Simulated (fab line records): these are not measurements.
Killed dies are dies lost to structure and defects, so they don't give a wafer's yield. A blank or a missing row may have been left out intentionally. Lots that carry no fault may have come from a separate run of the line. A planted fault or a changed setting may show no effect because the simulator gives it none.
Which of the tools did it? || flow berkeleyCmos170 || 7 lots with 21 wafers sampled at 5 steps, on a route of 331 steps

== WHAT THE GAUGES READ, wafer by wafer ==
UCB170_PSD_TW_MEAS_10.
{"lot": "L683", "measured": "day 8 19:34", "on": "filmMetro-04", "PSD_TW": "2314 2327 2322"}
{"lot": "L684", "measured": "day 8 19:56", "on": "filmMetro-01", "PSD_TW": "2367 2368 2361"}
{"lot": "L690", "measured": "day 10 04:10", "on": "filmMetro-01", "PSD_TW": "2333 2338 2344"}
{"lot": "L695", "measured": "day 11 00:32", "on": "filmMetro-01", "PSD_TW": "2341 2344 2351"}
{"lot": "L699", "measured": "day 11 06:23", "on": "filmMetro-01", "PSD_TW": "2342 2328 2337"}
{"lot": "L701", "measured": "day 12 10:05", "on": "filmMetro-02", "PSD_TW": "2303 2327 2315"}
{"lot": "L704", "measured": "day 12 10:25", "on": "filmMetro-04", "PSD_TW": "2319 2307 2313"}

== WHAT TOOL EACH LOT RAN ON (gives the tool, then ch and the chambers of the sampled wafers, and finally the start) ==
{"lot": "L683", "UCB170_GATE_ETCH_14": "rieDiel-04 ch 0,1, day 8 04:08", "UCB170_NLDD_STRIP_10": "plasmaAsher-01 ch 0,1, day 8 09:21", "UCB170_PSD_IMPLANT_08": "implanter-04 ch 0, day 8 19:19", "UCB170_PSD_STRIP_09": "plasmaAsher-02 ch 1, day 8 19:28"}
{"lot": "L684", "UCB170_GATE_ETCH_14": "rieDiel-04 ch 0,1,2, day 8 04:38", "UCB170_NLDD_STRIP_10": "plasmaAsher-04 ch 0,1, day 8 09:38", "UCB170_PSD_IMPLANT_08": "implanter-04 ch 0, day 8 19:43", "UCB170_PSD_STRIP_09": "plasmaAsher-02 ch 0,1, day 8 19:50"}
{"lot": "L690", "UCB170_GATE_ETCH_14": "rieDiel-02 ch 1,2,3, day 9 14:02", "UCB170_NLDD_STRIP_10": "plasmaAsher-04 ch 0,1, day 9 18:09", "UCB170_PSD_IMPLANT_08": "implanter-04 ch 0, day 10 03:55", "UCB170_PSD_STRIP_09": "plasmaAsher-02 ch 0,1, day 10 04:04"}
{"lot": "L695", "UCB170_GATE_ETCH_14": "rieDiel-03 ch 0,1,3, day 10 13:35", "UCB170_NLDD_STRIP_10": "plasmaAsher-04 ch 0,1, day 10 17:28", "UCB170_PSD_IMPLANT_08": "implanter-02 ch 0, day 11 00:17", "UCB170_PSD_STRIP_09": "plasmaAsher-03 ch 0,1, day 11 00:26"}
{"lot": "L699", "UCB170_GATE_ETCH_14": "rieDiel-03 ch 1,2, day 10 17:49", "UCB170_NLDD_STRIP_10": "plasmaAsher-02 ch 0,1, day 10 22:28", "UCB170_PSD_IMPLANT_08": "implanter-02 ch 0, day 11 06:08", "UCB170_PSD_STRIP_09": "plasmaAsher-01 ch 0,1, day 11 06:17"}
{"lot": "L701", "UCB170_GATE_ETCH_14": "rieDiel-04 ch 1,2, day 11 17:07", "UCB170_NLDD_STRIP_10": "plasmaAsher-01 ch 0,1, day 12 00:08", "UCB170_PSD_IMPLANT_08": "implanter-02 ch 0, day 12 09:50", "UCB170_PSD_STRIP_09": "plasmaAsher-01 ch 0,1, day 12 09:59"}
{"lot": "L704", "UCB170_GATE_ETCH_14": "rieDiel-03 ch 0,1,3, day 11 20:49", "UCB170_NLDD_STRIP_10": "plasmaAsher-01 ch 0,1, day 12 03:07", "UCB170_PSD_IMPLANT_08": "implanter-01 ch 0, day 12 10:10", "UCB170_PSD_STRIP_09": "plasmaAsher-01 ch 0,1, day 12 10:19"}
- UCB170_GATE_ETCH_14: etches BARC in N2/H2.
- UCB170_NLDD_STRIP_10: strips in O2.
- UCB170_PSD_IMPLANT_08
- UCB170_PSD_STRIP_09: strips in O2.

== THE ANSWER, worked out from the rows above alone ==
Rule: what is usual is taken from the lots themselves. The widest of any qualifying gaps counts: lots, ordered by their means at a reading, are off when they make up no more than a third of the lots, leave a main group of 4 or more, and stand apart from it by 3 or more times the standard deviation of that group's means. A main group is skipped when, at the precision printed for the reading in the tables above, its means are all equal. Also off: a lot with no number at a reading for which 4 or more lots have one. Any other lot the step has rows for is counted as sound.
No lot is off on any of the readings shown, so nothing can be concluded from this.

== WHAT THE SIMULATOR HAD INSERTED ==
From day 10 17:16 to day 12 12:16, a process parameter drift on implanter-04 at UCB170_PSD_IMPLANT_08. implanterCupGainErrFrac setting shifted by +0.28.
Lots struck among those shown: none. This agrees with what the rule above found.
